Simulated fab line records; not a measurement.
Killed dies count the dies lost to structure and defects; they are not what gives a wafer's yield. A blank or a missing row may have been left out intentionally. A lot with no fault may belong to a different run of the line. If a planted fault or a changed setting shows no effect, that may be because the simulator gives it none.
What tool caused it? + flow rit_cmos + 39 wafers from 13 lots sampled at 2 of the route's 202 steps

== WHAT THE GAUGES READ, wafer by wafer ==
Not one reading of a measure or inspect step in the record can be checked against a usual standard deviation.

== WHICH TOOL RAN EACH LOT (tool, then ch and the chambers of the sampled wafers, then the start) ==
| lot  | RIT_ACTIVE_OXIDATION_01      | RIT_M1_PROBE_99        |
|------|------------------------------|------------------------|
| L266 | furnace-01 ch 0, day 1 10:35 | -                      |
| L267 | furnace-01 ch 0, day 1 17:41 | -                      |
| L268 | furnace-03 ch 0, day 1 21:19 | -                      |
| L269 | furnace-04 ch 0, day 2 02:12 | -                      |
| L270 | furnace-01 ch 0, day 2 06:07 | -                      |
| L274 | furnace-01 ch 0, day 3 03:16 | prober-01, day 5 08:40 |
| L278 | furnace-01 ch 0, day 3 22:08 | prober-02, day 6 05:24 |
| L279 | furnace-03 ch 0, day 4 06:07 | -                      |
| L280 | furnace-03 ch 0, day 4 08:07 | -                      |
| L285 | furnace-04 ch 0, day 5 10:25 | -                      |
| L287 | furnace-04 ch 0, day 5 19:40 | -                      |
| L288 | furnace-01 ch 0, day 6 00:41 | -                      |
| L289 | furnace-04 ch 0, day 6 05:19 | prober-01, day 8 11:16 |
- RIT_ACTIVE_OXIDATION_01: target thk 46.8 nm, ox time 3360 s.
- RIT_M1_PROBE_99

== AS READ BY THE TOOLS THEMSELVES (means over the sampled wafers that have a number; for cases with no such wafer, the mark the record gives instead) ==
RIT_ACTIVE_OXIDATION_01.
| lot  | tool       | spike_tc_centre_C (C) |
|------|------------|-----------------------|
| L266 | furnace-01 | 1000.0                |
| L267 | furnace-01 | 1002.3                |
| L268 | furnace-03 | 1004.5                |
| L269 | furnace-04 | 1002.4                |
| L270 | furnace-01 | 1000.8                |
| L274 | furnace-01 | 1001.5                |
| L278 | furnace-01 | 1002.2                |
| L279 | furnace-03 | 1003.5                |
| L280 | furnace-03 | 1004.1                |
| L285 | furnace-04 | 1002.6                |
| L287 | furnace-04 | 1002.1                |
| L288 | furnace-01 | 1001.7                |
| L289 | furnace-04 | 1002.2                |

RIT_M1_PROBE_99.
| lot  | tool      | killed_at_contacts | killed_at_front_end | killed_dies | killed_on_rim | killed_open | killed_short |
|------|-----------|--------------------|---------------------|-------------|---------------|-------------|--------------|
| L274 | prober-01 | 0.0                | 112.7               | 112.7       | 29.0          | 2.3         | 3.3          |
| L278 | prober-02 | 0.0                | 112.7               | 112.7       | 28.3          | 0.3         | 1.7          |
| L289 | prober-01 | 0.3                | 11.7                | 12.0        | 1.7           | 5.0         | 6.3          |

== THE ANSWER, worked out from the rows above alone ==
Rule: what is usual is taken from the lots themselves. The widest of any qualifying gaps counts: lots, ordered by their means at a reading, are off when they make up no more than a third of the lots, leave a main group of 4 or more, and stand apart from it by 3 or more times the standard deviation of that group's means. The tables above print the reading to a certain number of digits; a main group whose means all agree to those digits is not used. Also off: a lot with no number at a reading for which 4 or more lots have one. All remaining lots with rows at the step are treated as sound. Order of review: gauges by route order, followed by the tools' own readings, for which a lot's mean as printed above is used. The first step at which some lot is off is used, and at that step the reading that is off furthest; a lot without a number counts as furthest.
None of the lots is off at any reading shown; this tells nothing.

== WHAT HAD BEEN PUT IN BY THE SIMULATOR ==
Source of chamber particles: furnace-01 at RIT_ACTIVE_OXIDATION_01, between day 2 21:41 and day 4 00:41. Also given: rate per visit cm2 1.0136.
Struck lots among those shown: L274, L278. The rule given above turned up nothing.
